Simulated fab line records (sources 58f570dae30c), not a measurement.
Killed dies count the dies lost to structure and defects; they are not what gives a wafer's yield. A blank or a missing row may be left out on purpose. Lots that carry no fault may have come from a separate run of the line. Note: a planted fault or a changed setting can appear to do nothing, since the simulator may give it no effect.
A lot that was struck, set against a sound lot / flow berkeley cmos170 / 18 out of 331 route steps
Sound: these wafers, L521.4, L521.5, L521.6. Wafers struck: L528.2, L528.4, L528.6. Last of all comes the cause.
Order at every step that has rows: each side's tool, ch and its chambers, its first start. Under that, the readings that differ: sound wafers / struck wafers / difference of the means / sigmas: that difference in standard deviations of wafers without a fault.
alike: a reading whose means differ by less than 2 such deviations, as well as words and numbers matching on both sides. not compared: withheld readings; readings where some wafer has no value; bounds like >300 that might hide an equal value; numbers whose values overlap and for which the record gives no deviation.
The two part at a step that has a row with sigmas, a row that says differs or no value, or rows on one side only. When numbers do not overlap yet have no deviation, they are printed without sigmas and do not part them. A reading that every wafer of one side lacks parts them only if that side has two wafers or more.

first, 5 steps without rows for these wafers: UCB170_NLDD_COAT_01 (resist thk 900 nm); UCB170_NLDD_SOFTBAKE_02 (time 60 s); UCB170_NLDD_EXPOSE_03 (exposes mask NSELECT, target cd 1200 nm); UCB170_NLDD_PEB_04; UCB170_NLDD_DEVELOP_05 (develop time 45 s).
UCB170_NLDD_CD_MEAS_06: the cd target is 1200 nm.
  sound on cd sem-01 at day 6 19:32; struck on cd sem-02 at day 8 22:10
  alike: cd nm
UCB170_NLDD_OVL_MEAS_07:
  sound on overlay-02 at day 6 19:37; struck on overlay-02 at day 8 22:17
  alike: NLDD_OVL
then, 2 steps without rows for these wafers: UCB170_NLDD_IMPLANT_08; UCB170_NLDD_IMPLANT_09.
UCB170_NLDD_STRIP_10: strips in O2.
  sound on plasma asher-03 ch 0,1, day 6 19:58; struck on plasma asher-01 ch 0,1, day 8 22:37
  alike: drypump motor current A, oes product au, strip time to endpoint s
  not compared: rf hours counter h
UCB170_NLDD_TW_MEAS_11:
  sound on film metro-04 at day 6 20:06; struck on film metro-04 at day 8 22:43
  alike: NLDD_TW
then, 1 step without rows for these wafers: UCB170_NLDD_CLEAN_12 (cleans in SPM, time 600 s).
UCB170_SPACER_CVD_00: deposits SiO2 from TEOS/O2, target thk 376 nm, time 47 s.
  sound on pecvd-01 ch 0,1,2, day 6 20:20; struck on pecvd-01 ch 0,1, day 8 22:56
reading=model.SiO2_of_SPACER_CVD_00.thk nm (nm); sound=375.4 380.5 379.7; struck=396.2 405 402.2; difference=+22.6; sigmas=
  alike: heater power w, rf fwd power W
UCB170_SPACER_THK_MEAS_01:
  sound on film metro-01 at day 6 20:23; struck on film metro-02 at day 8 23:01
reading=SPACER_TEOS_THK (nm); sound=375 381 380; struck=396 405 402; difference=+22; sigmas=+5
then, 1 step without rows for these wafers: UCB170_SPACER_ANNEAL_02 (time 1800 s).
UCB170_SPACER_ETCHBACK_03: etches SiO2 in CHF3/CF4/Ar, stops on Si, target depth 376 nm, time 100 s.
  sound on rie diel-02 ch 0,2,3, day 7 01:51; struck on rie diel-02 ch 0,1, day 9 02:10
reading=oes product au (a.u.); sound=0.894 0.894 0.897; struck=0.950 0.946 0.936; difference=+0.049; sigmas=+4
reading=model.etch.depth nm (nm); sound=375.4 380.5 379.7; struck=396.2 405 402.2; difference=+22.6; sigmas=
  alike: CHF3_flow_sccm, drypump motor current A, rf fwd power W, throttle valve pct
  not compared: rf hours counter h
then, 1 step without rows for these wafers: UCB170_PSD_HMDS_00 (prime time 60 s).
UCB170_M3_PROBE_99:
  sound on prober-02 at day 8 03:52; struck on prober-02 at day 10 09:52
reading=model.etest.nmos_0p35.r on ohm um; sound=1451 1467 1469; struck=1513 1517 1512; difference=+52; sigmas=
reading=model.etest.field n metal.vt v (V); sound=52.92 51.92 52.28; struck=53.37 54.06 53.48; difference=+1.26; sigmas=
  not compared: model.etest.nplus sal.width nm, model.etest.pplus sal.width nm, model.etest.pplus sal.line ohm um, model.etest.nplus sal.line ohm um

## WHERE THEY PART
First at UCB170_SPACER_THK_MEAS_01; last, within this record, at UCB170_SPACER_ETCHBACK_03.

WHY: whatever the simulator had introduced
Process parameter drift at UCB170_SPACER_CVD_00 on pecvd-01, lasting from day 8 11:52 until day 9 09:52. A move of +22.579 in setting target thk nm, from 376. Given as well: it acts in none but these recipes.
